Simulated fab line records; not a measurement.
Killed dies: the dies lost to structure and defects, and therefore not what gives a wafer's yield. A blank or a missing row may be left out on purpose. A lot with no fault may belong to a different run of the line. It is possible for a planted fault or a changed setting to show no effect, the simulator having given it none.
The tool behind it: which one?    flow berkeley_cmos170    Sampling: 7 lots, 21 wafers, 3 of 331 route steps

WHAT THE GAUGES READ, wafer by wafer
UCB170_SILICIDE_RS_MEAS_02: a four-point-probe measurement.
lot   measured      on             SILICIDE_TI_RS (ohm/sq)
L233  day 8 13:33   film_metro-03  26.18 26.19 25.87
L236  day 9 00:19   film_metro-03  26.10 26.04 25.96
L237  day 9 00:27   film_metro-03  26.23 26.22 26.20
L241  day 10 08:52  film_metro-03  26.15 41.77 41.64
L245  day 11 08:02  film_metro-03  25.99 26.34 26.16
L251  day 12 09:01  film_metro-04  26.41 26.29 26.20
L253  day 12 09:40  film_metro-03  26.44 26.54 26.18

EACH LOT AND THE TOOL THAT RAN IT (in order: tool; ch and the chambers of the sampled wafers; start)
lot   UCB170_NLDD_STRIP_10                  UCB170_SILICIDE_SPUTTER_01
L233  plasma_asher-02 ch 0,1, day 8 03:06   pvd_sputter-03, day 8 13:31
L236  plasma_asher-02 ch 0,1, day 8 09:59   pvd_sputter-02, day 9 00:14
L237  plasma_asher-03 ch 0,1, day 8 10:41   pvd_sputter-01, day 9 00:25
L241  plasma_asher-03 ch 0,1, day 9 18:20   pvd_sputter-03, day 10 08:45
L245  plasma_asher-04 ch 0,1, day 10 16:16  pvd_sputter-02, day 11 08:01
L251  plasma_asher-02 ch 0,1, day 11 19:33  pvd_sputter-01, day 12 08:58
L253  plasma_asher-04 ch 0,1, day 11 20:45  pvd_sputter-02, day 12 09:38
- UCB170_NLDD_STRIP_10: strips in O2.
- UCB170_SILICIDE_SPUTTER_01: material Ti, target thk 30 nm, time 25 s.

THE ANSWER, worked out from the rows above alone
Rule: the lots themselves supply what counts as usual. Put in order of their means at a reading, lots are off if they are a third of the lots or fewer, leave a main group of 4 or more, and stand apart from it by a gap of 3 or more times the standard deviation of the main group's means; of several such gaps the widest counts. The tables above print the reading to a certain number of digits; a main group whose means all agree to those digits is not used. Also off: a lot with no number at a reading for which 4 or more lots have one. Any other lot the step has rows for is counted as sound.
Off: L241, seen at UCB170_SILICIDE_RS_MEAS_02 (SILICIDE_TI_RS). For the main group the mean is 26.20 ohm/sq and the standard deviation 0.12.
A tool fits if, at a process step before that reading, it ran every lot that is off, and no sound lot after the first of them. Those tools and the gauges at UCB170_SILICIDE_RS_MEAS_02 are tried in the same way. This does not decide it: 2 tools fit, namely plasma_asher-03 at UCB170_NLDD_STRIP_10 and pvd_sputter-03 at UCB170_SILICIDE_SPUTTER_01.

WHAT HAD BEEN PUT IN BY THE SIMULATOR
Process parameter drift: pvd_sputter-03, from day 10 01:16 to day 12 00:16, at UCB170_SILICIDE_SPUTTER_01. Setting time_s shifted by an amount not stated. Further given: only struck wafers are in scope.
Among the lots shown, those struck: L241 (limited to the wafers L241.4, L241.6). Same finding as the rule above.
